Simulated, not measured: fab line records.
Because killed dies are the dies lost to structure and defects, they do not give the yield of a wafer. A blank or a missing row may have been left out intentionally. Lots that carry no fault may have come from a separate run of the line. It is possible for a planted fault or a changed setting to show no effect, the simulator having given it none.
Split-lot experiment ; flow berkeley_cmos170 ; on a route of 331 steps: 5 lots, 23 wafers read

ABOUT THE SPLIT
At UCB170_NWELL_OXIDATION_01 (target thk 26.4 nm, ox time 1260 s), the setting temp_c was moved away from the recipe's 1000 C on 20 of the 23 wafers read, by -1.8% to +1.3%. For the rest of the wafers, this setting stayed at what the recipe calls for.

Between the split and the reading, the file records no step.

THE READING
NWELL_OXIDE_THK at UCB170_NWELL_THK_MEAS_02, in nm. Fault-free wafers of this fab line usually give 26.3 nm, standard deviation 0.43 nm.

wafer;tool, chamber at the split;temp_c as run, C;against the recipe;NWELL_OXIDE_THK, nm;against lot-mates on the recipe
L074.1;-, -;982.2;-1.8%;22.0;no lot-mate on the recipe
L074.2;-, -;982.2;-1.8%;21.2;no lot-mate on the recipe
L074.3;-, -;982.2;-1.8%;21.9;no lot-mate on the recipe
L074.4;-, -;982.2;-1.8%;21.5;no lot-mate on the recipe
L074.6;-, -;982.2;-1.8%;21.9;no lot-mate on the recipe
L076.2;furnace-04, 0;1000;recipe;26.2;-
L076.3;furnace-04, 0;1000;recipe;26.6;-
L076.5;furnace-04, 0;1000;recipe;26.0;-
L078.1;-, -;1013;+1.3%;29.4;no lot-mate on the recipe
L078.3;-, -;1013;+1.3%;29.5;no lot-mate on the recipe
L078.4;-, -;1013;+1.3%;29.9;no lot-mate on the recipe
L078.5;-, -;1013;+1.3%;29.5;no lot-mate on the recipe
L078.6;-, -;1013;+1.3%;29.5;no lot-mate on the recipe
L079.1;-, -;988.8;-1.1%;23.5;no lot-mate on the recipe
L079.2;-, -;988.8;-1.1%;23.0;no lot-mate on the recipe
L079.3;-, -;988.8;-1.1%;23.4;no lot-mate on the recipe
L079.5;-, -;988.8;-1.1%;23.2;no lot-mate on the recipe
L079.6;-, -;988.8;-1.1%;23.6;no lot-mate on the recipe
L080.1;-, -;982.4;-1.8%;22.0;no lot-mate on the recipe
L080.3;-, -;982.4;-1.8%;22.1;no lot-mate on the recipe
L080.4;-, -;982.4;-1.8%;21.9;no lot-mate on the recipe
L080.5;-, -;982.4;-1.8%;22.2;no lot-mate on the recipe
L080.6;-, -;982.4;-1.8%;22.0;no lot-mate on the recipe

THE FIT
A straight line over all 23 wafers: NWELL_OXIDE_THK changes by +2.51 nm for each +1% of temp_c; r = +1.00; the points scatter about the line by 0.26 nm.
Too few moved wafers have a lot-mate on the recipe to fit a line with each lot's own level taken away.

THE WHOLE CHAIN: every reading that the file lists as answering this split, in the file's order
step;what it does;reading;change (the file's fit);r (the file's)
UCB170_NWELL_OXIDATION_01;target thk 26.4 nm, ox time 1260 s;SiO2_of_NWELL_OXIDATION_01.thk_nm (the simulator's own value, which no gauge read);+2.52 nm for each +1% of the setting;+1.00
UCB170_NWELL_THK_MEAS_02;;NWELL_OXIDE_THK;+2.52 for each +1% of the setting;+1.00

THE FILE'S OWN FIT
NWELL_OXIDE_THK changes by +2.52 nm for each +1% of temp_c, r = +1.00.
